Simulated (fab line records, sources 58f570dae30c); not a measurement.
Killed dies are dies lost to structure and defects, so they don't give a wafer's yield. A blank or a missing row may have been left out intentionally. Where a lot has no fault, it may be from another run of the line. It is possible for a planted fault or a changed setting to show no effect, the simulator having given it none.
Comparing a struck lot with a sound one + flow berkeley-cmos170 + 14 out of 331 route steps
Sound: wafers L705.1, L705.2, L705.5. The struck wafers were L715.1, L715.5, L715.6. Last of all comes the cause.
For every step that has rows: the tool of each side, followed by ch and its chambers, followed by its first start. Under that, the readings that differ: sound wafers + struck wafers + difference of the means + sigmas: that difference in standard deviations of wafers without a fault.
alike: readings with means less than 2 such deviations apart, plus words and numbers identical on both sides. not compared: withheld readings, readings lacking a value on some wafer, bounds such as >300 that could conceal the same value, and numbers that have no deviation in the record and whose values overlap.
Wherever a step has rows on one side only, a row that says differs or no value, or a row with sigmas, the two part there. Non-overlapping numbers with no deviation appear without sigmas and do not part them. Lack of a reading on every wafer of one side parts them only where that side has two or more wafers.

UCB170_NLDD_STRIP_10: strips in O2.
  sound on plasma-asher-03 ch 0,1, day 9 14:32; struck on plasma-asher-04 ch 0,1, day 10 22:59
| reading                     | sound       | struck      | difference | sigmas |
|-----------------------------|-------------|-------------|------------|--------|
| drypump-motor-current-A (A) | 6.3 5.6 6.3 | 5.3 5.3 5.5 | -0.7       | -2     |
  alike: oes-product-au, strip-time-to-endpoint-s
  not compared: rf-hours-counter-h
UCB170_NLDD_TW_MEAS_11:
  sound: film-metro-01 at day 9 14:38; struck: film-metro-03 at day 10 23:05
  alike: NLDD_TW
then, 1 step without rows for these wafers: UCB170_NLDD_CLEAN_12 (cleans in SPM, time 600 s).
UCB170_SPACER_CVD_00: deposits SiO2 from TEOS/O2, target thk 376 nm, time 47 s.
  sound on pecvd-04 ch 1,2, day 9 14:54; struck on pecvd-03 ch 1,2, day 10 23:24
  alike: heater-power-w
UCB170_SPACER_THK_MEAS_01:
  sound: film-metro-04 at day 9 14:56; struck: film-metro-03 at day 10 23:26
  alike: SPACER_TEOS_THK
then, 1 step without rows for these wafers: UCB170_SPACER_ANNEAL_02 (time 1800 s).
UCB170_SPACER_ETCHBACK_03: etches SiO2 in CHF3/CF4/Ar, stops on Si, target depth 376 nm, time 100 s.
  sound on rie-diel-03 ch 0,1,2, day 9 21:38; struck on rie-diel-03 ch 1,2,3, day 11 03:05
  alike: drypump-motor-current-A, mfc-ar-sccm, oes-product-au, throttle-valve-pct
  not compared: rf-hours-counter-h
then, 5 steps without rows for these wafers: UCB170_PSD_HMDS_00 (prime time 60 s); UCB170_PSD_COAT_01 (resist thk 900 nm); UCB170_PSD_SOFTBAKE_02 (time 60 s); UCB170_PSD_EXPOSE_03 (exposes mask PSELECT MOD, target cd 1200 nm); UCB170_PSD_PEB_04.
UCB170_PSD_DEVELOP_05: develop time 45 s.
  struck on litho-track-01, day 11 04:00; sound on litho-track-03 ch 0, day 9 22:00
  no value came back on the struck wafers for chill-plate-temp-C (C), develop-time-s (s), resist-line-temp-C (C); on the sound wafers chill-plate-temp-C (C) reads 23.08 22.88 22.93
| reading                              | sound             | struck          | difference | sigmas |
|--------------------------------------|-------------------|-----------------|------------|--------|
| model.KrF_of_PSD_COAT_01.thk-nm (nm) | 882.5 883.9 883.4 | 899.6 903.9 901 | +18.2      |        |
UCB170_PSD_CD_MEAS_06: target cd 1200 nm.
  sound: cd-sem-02 at day 9 22:47; struck: cd-sem-01 at day 11 04:33
| reading    | sound                | struck | difference                    | sigmas |
|------------|----------------------|--------|-------------------------------|--------|
| cd-nm (nm) | 1200.8 1199.7 1201.1 | - - -  | no value on the struck wafers |        |

WHERE THEY PART
At UCB170_NLDD_STRIP_10 first; at UCB170_PSD_CD_MEAS_06 last (within this record only).

WHY: what the simulator had put in
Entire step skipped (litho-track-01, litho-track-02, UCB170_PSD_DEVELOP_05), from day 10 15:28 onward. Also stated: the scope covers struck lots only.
